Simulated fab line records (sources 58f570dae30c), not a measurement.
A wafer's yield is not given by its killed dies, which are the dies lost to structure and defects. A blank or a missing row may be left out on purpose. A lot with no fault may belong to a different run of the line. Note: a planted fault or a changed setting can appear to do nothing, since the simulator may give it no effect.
Problem report in the 8D (eight disciplines) form, filled by code ; flow berkeley_cmos170 ; the parts of the form that need people (team, actions taken, sign-off) are left out

== 1. THE PROBLEM ==
Across 2 wafers from 2 lots, M3_AL_RS at UCB170_M3_RS_MEAS_02 averages 0.0192 ohm/sq, while fault-free wafers read 0.0323 ohm/sq with a standard deviation of 0.0004. Relative to the usual mean, that is a shift of -33 standard deviations.
The step: measures by four-point-probe.
The first sign was on wafer L759.2 at day 12 02:49, on film_metro-01. At this step, 42 wafers from 14 lots have a number in the record. Rule for "out" (also "out of limits"): further than 4 standard deviations from the usual mean. The rest of the wafers with a number are treated as sound.

== 2. WHAT IT IS, WHAT IT ISN'T ==
question;is;is not
which readings at this step;M3_AL_RS;-
which lots;L759, L762;L744, L746, L747, L749, L750, L752, L753, L755, L757, L761, L766, L767
which wafers of those lots;L759.2, L762.2;L759.1, L759.6, L762.4, L762.5
read on which gauges;film_metro-01;film_metro-02, film_metro-04
when;from day 12 02:49;"up to then (29 sound wafers); but 11 sound wafers of L761, L762, L766, L767 came after"

== 3. THE SUSPECTS, EACH WITH WHAT RULES IT OUT ==
Counting: a tool at a process step up to the reading stays a suspect if it ran every lot that is out. Sound lots after the first of them don't rule it out here, since some wafers of a struck lot are sound.
- the gauge at UCB170_M3_RS_MEAS_02 is ruled out. All the wafers that are out were read on film_metro-01, but those of them that UCB170_M3_METAL_ETCH_18 has rows for are out there too, on other tools.
- pvd_sputter-03 at UCB170_M3_SPUTTER_01 (material Al, target thk 900 nm, time 120 s): kept. Every lot that is out went through it, the first being L759 (day 12 02:44); the last sound lot it ran before that was L750 (day 10 11:29).
Left after counting: pvd_sputter-03 at UCB170_M3_SPUTTER_01.

== 4. THE CAUSE (what the simulator had put in) ==
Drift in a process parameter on pvd_sputter-03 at UCB170_M3_SPUTTER_01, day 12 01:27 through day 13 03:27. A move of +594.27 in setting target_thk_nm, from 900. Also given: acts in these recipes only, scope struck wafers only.
The count eliminated every tool but this one.

== 5. SEQUENCE OF EFFECTS, ordered by route ==
Each row: a reading where the mean over the struck wafers with a number is more than 3 standard deviations away from the usual. Only readings for which the record gives a usual standard deviation are gone through. hours: the time from each lot's start at the first step in this table that gives one to its start at this step, as a median over the lots. sigmas: the change in usual standard deviations.
hours;step;reading;usual;on struck wafers;change;sigmas
0;UCB170_M3_RS_MEAS_02;M3_AL_RS;0.0323 ohm/sq;0.0192;-0.0131;-33
5;UCB170_M3_THK_MEAS_03;M3_AL_THK;881 nm;1458;+577;+48
10;UCB170_M3_METAL_ETCH_18;oes_product_au;0.857 a.u.;1.014;+0.157;+16
16;UCB170_M3_PROBE_99;defect_limited_yield;98.8 %;0.0;-98.8;-99 or more
16;UCB170_M3_PROBE_99;killed_at_M0_to_M3;0.9;261.5;+260.6;+99 or more
16;UCB170_M3_PROBE_99;killed_dies;3.3;264.0;+260.7;+99 or more
16;UCB170_M3_PROBE_99;killed_on_rim;0.9;70.0;+69.1;+75
Here are the process steps it includes:
- UCB170_M3_METAL_ETCH_18: etches Al in Cl2/BCl3, stops on SiO2, target depth 1170 nm, time 195 s.
- UCB170_M3_PROBE_99

== 6. WHAT WOULD HAVE CAUGHT IT SOONER ==
In this record the first reading out of limits at a measuring or inspecting step was taken at day 12 02:49, 1 hour after the fault began at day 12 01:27.
An alarm limit of 4 standard deviations would not have fired on the tool readings at UCB170_M3_SPUTTER_01 for which the record gives a usual standard deviation, since none of them was out on any struck wafer.
Of the lots that are out (2), L762 began UCB170_M3_SPUTTER_01 on pvd_sputter-03 after day 12 02:49. Putting the tool on hold at that point would have spared it.
